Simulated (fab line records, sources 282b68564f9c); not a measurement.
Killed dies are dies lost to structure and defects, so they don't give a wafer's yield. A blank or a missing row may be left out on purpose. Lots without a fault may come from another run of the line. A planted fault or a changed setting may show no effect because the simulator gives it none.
Split-lot experiment | flow rit_cmos | 5 lots, 23 wafers read, on a route of 202 steps

THE SPLIT
At RIT_PWELL_IMPLANT_08, the setting energy_kev was moved away from the recipe's 170 on 8 of the 23 wafers read, by -1.8% to +4.8%. The other wafers ran this setting at the recipe's value.

The reading is taken at the split's own step.

THE READING
implant.drp_nm (the simulator's own value, which no gauge read), in nm, at RIT_PWELL_IMPLANT_08. The file gives no usual value for it.

wafer  | tool, chamber at the split | energy_kev as run | against the recipe | implant.drp_nm, nm | against lot-mates on the recipe
L076.1 | implanter-04, 0            | 170               | recipe             | 102.9              | -
L076.5 | implanter-04, 0            | 170               | recipe             | 102.9              | -
L076.3 | implanter-04, 0            | 166.9             | -1.8%              | 102.3              | -0.6
L076.4 | implanter-04, 0            | 166.9             | -1.8%              | 102.3              | -0.6
L076.6 | implanter-04, 0            | 166.9             | -1.8%              | 102.3              | -0.6
L077.1 | implanter-03, 0            | 170               | recipe             | 102.9              | -
L077.5 | implanter-03, 0            | 170               | recipe             | 102.9              | -
L077.6 | implanter-03, 0            | 170               | recipe             | 102.9              | -
L078.1 | implanter-02, 0            | 178.2             | +4.8%              | 104.2              | +1.3
L078.2 | implanter-02, 0            | 178.2             | +4.8%              | 104.2              | +1.3
L078.4 | implanter-02, 0            | 178.2             | +4.8%              | 104.2              | +1.3
L078.5 | implanter-02, 0            | 170               | recipe             | 102.9              | -
L078.6 | implanter-02, 0            | 170               | recipe             | 102.9              | -
L081.1 | implanter-04, 0            | 170               | recipe             | 102.9              | -
L081.2 | implanter-04, 0            | 170               | recipe             | 102.9              | -
L081.4 | implanter-04, 0            | 170               | recipe             | 102.9              | -
L081.5 | implanter-04, 0            | 170               | recipe             | 102.9              | -
L081.6 | implanter-04, 0            | 170               | recipe             | 102.9              | -
L085.2 | implanter-02, 0            | 170               | recipe             | 102.9              | -
L085.3 | implanter-02, 0            | 170               | recipe             | 102.9              | -
L085.4 | implanter-02, 0            | 170               | recipe             | 102.9              | -
L085.5 | implanter-02, 0            | 177.2             | +4.2%              | 104                | +1.1
L085.6 | implanter-02, 0            | 177.2             | +4.2%              | 104                | +1.1

THE FIT
A straight line over all 23 wafers: implant.drp_nm changes by +0.275 nm for each +1% of energy_kev; r = +1.00; the points scatter about the line by 0.037 nm.
The same after taking each lot's own level away (the mean of its wafers on the recipe; 23 wafers): +0.275 nm for each +1%; r = +1.00; scatter 0.037 nm.
On that fit, the largest move of energy_kev shifts the reading by 1.3 nm.
The lots' own levels span 102.90 to 102.90 nm.
So the lot-to-lot level changes the slope little: the two slopes agree.
Check: with one of the wafers moved furthest among these (+4.8%) left out of the fit, the line predicts +1.31 nm for it against its lot-mates. It came out at +1.3 nm against them.

OTHER SPLITS ON THESE WAFERS
These wafers also went through other splits before the reading. Each is held against what the fit with the lots' levels taken away leaves over:
other split on the same wafers       | wafers away from the commonest value | r with implant.drp_nm (lot level and that fit taken away)
RIT_ACTIVE_CVD_03 time_s             | 18                                   | +0.56
RIT_ACTIVE_DEVELOP_10 develop_time_s | 8                                    | +0.02
RIT_ACTIVE_CLEAN_15 time_s           | 10                                   | -0.59
RIT_FOX1_OXIDATION_00 temp_c         | 18                                   | +0.47
RIT_NWELL_IMPLANT_08 energy_kev      | 10                                   | -0.06

THE WHOLE CHAIN: every reading that the file lists as answering this split, in the file's order
step                 | what it does | reading                                                         | change (the file's fit)               | r (the file's)
RIT_PWELL_IMPLANT_08 |              | implant.rp_nm (the simulator's own value, which no gauge read)  | +3.75 nm for each +1% of the setting  | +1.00
RIT_PWELL_IMPLANT_08 |              | implant.drp_nm (the simulator's own value, which no gauge read) | +0.273 nm for each +1% of the setting | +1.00

THE FILE'S OWN FIT
implant.drp_nm changes by +0.273 nm for each +1% of energy_kev, r = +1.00.
